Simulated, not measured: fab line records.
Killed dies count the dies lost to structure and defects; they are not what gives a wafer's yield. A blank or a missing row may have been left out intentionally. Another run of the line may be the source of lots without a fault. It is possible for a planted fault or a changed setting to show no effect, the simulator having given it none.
Check of tool commonality | flow berkeley_cmos170 | 13 lots and 45 wafers in the sample

WHY THIS WAS OPENED
Flagged at UCB170_NLDD_CD_MEAS_06: reading cd_nm, on 2 of 13 lots. Wafers without a fault read 1199.9 nm, standard deviation 1.3.
Rule: flag the lot when none of its wafers has a number, or when each of its wafers that has one lies beyond 4 standard deviations from that mean. The other lots count as sound.

lot  | measured     | on        | cd_nm (nm), wafer by wafer                | flag
L216 | day 5 20:50  | cd_sem-01 | 1201.1 1201.7 1202.3                      |
L217 | day 6 06:32  | cd_sem-01 | 1198.6 1199.5 1199.2                      |
L219 | day 6 21:06  | cd_sem-02 | 1200.7 1202.3 1200.7                      |
L218 | day 6 21:22  | cd_sem-01 | 1201.3 1201.0 1199.9                      |
L220 | day 6 21:40  | cd_sem-02 | 1198.2 1199.9 1198.3                      |
L225 | day 8 00:49  | cd_sem-01 | 1200.8 1200.8 1198.6                      |
L226 | day 8 13:41  | cd_sem-01 | 1181.7 1182.8 1183.6 1181.5 1182.6 1183.1 | FLAGGED
L228 | day 9 08:50  | cd_sem-02 | 1183.0 1183.8 1182.3 1183.0 1183.9 1182.5 | FLAGGED
L232 | day 9 21:20  | cd_sem-01 | 1200.3 1199.9 1201.5                      |
L234 | day 9 21:52  | cd_sem-01 | 1198.2 1198.6 1198.0                      |
L236 | day 10 23:43 | cd_sem-02 | 1197.8 1197.0 1199.1                      |
L235 | day 11 00:29 | cd_sem-02 | 1198.7 1198.1 1198.3                      |
L238 | day 11 00:37 | cd_sem-02 | 1199.5 1198.3 1198.2                      |
On average the flagged lots' numbers are 1182.8 nm, which is -17.1 nm against the usual, or -13 standard deviations.

WHICH TOOL EACH LOT WENT THROUGH
The record keeps 1 process step preceding the reading, out of 331 steps on the route. Read each cell as the tool, then ch plus the chambers that the sampled wafers visited, then the start.
lot  | flag    | UCB170_NLDD_DEVELOP_05
L216 |         | litho_track-04 ch 0, day 5 20:00
L217 |         | litho_track-01 ch 0, day 6 06:00
L219 |         | litho_track-01 ch 0, day 6 20:00
L218 |         | litho_track-01 ch 0, day 6 21:00
L220 |         | litho_track-03 ch 0, day 6 21:00
L225 |         | litho_track-04 ch 0, day 8 00:00
L226 | FLAGGED | litho_track-01 ch 0, day 8 13:00
L228 | FLAGGED | litho_track-01 ch 0, day 9 08:00
L232 |         | litho_track-03 ch 0, day 9 21:00
L234 |         | litho_track-04 ch 0, day 9 21:00
L236 |         | litho_track-03 ch 0, day 10 23:00
L235 |         | litho_track-04 ch 0, day 11 00:00
L238 |         | litho_track-03 ch 0, day 11 00:00
What is done by these steps:
- UCB170_NLDD_DEVELOP_05: develop time 45 s.
- UCB170_NLDD_CD_MEAS_06: target cd 1200 nm.

FLAGGED OVER TOTAL, TOOL BY TOOL (the gauges that took the reading come last)
step                   | tool           | lots run | flagged | share of the flagged lots | sound lots run after its first flagged lot
UCB170_NLDD_DEVELOP_05 | litho_track-01 | 5        | 2       | all                       | 0
UCB170_NLDD_DEVELOP_05 | litho_track-03 | 4        | 0       | none                      | -
UCB170_NLDD_DEVELOP_05 | litho_track-04 | 4        | 0       | none                      | -
UCB170_NLDD_CD_MEAS_06 | cd_sem-01      | 7        | 1       | some                      | 2 (L232,L234)
UCB170_NLDD_CD_MEAS_06 | cd_sem-02      | 6        | 1       | some                      | 3 (L236,L235,L238)

WHAT IS ALLOWED BY THE TABLE
Rows of the table that ran each flagged lot: 1, that is litho_track-01 at UCB170_NLDD_DEVELOP_05.
- litho_track-01 at UCB170_NLDD_DEVELOP_05: 2 of its 5 lots flagged. Its last sound lot is L218 (day 6 21:00), its first flagged lot L226 (day 8 13:00): a fault that began between those two fits.
Just one tool remains: litho_track-01 at UCB170_NLDD_DEVELOP_05.

WHAT THE SIMULATOR HAD INSERTED
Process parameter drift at UCB170_NLDD_DEVELOP_05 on litho_track-01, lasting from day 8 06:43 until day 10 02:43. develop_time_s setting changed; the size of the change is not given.
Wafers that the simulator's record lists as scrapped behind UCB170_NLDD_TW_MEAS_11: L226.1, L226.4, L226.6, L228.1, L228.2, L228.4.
Shown lots that were struck: L226, L228. The rule above found the same.
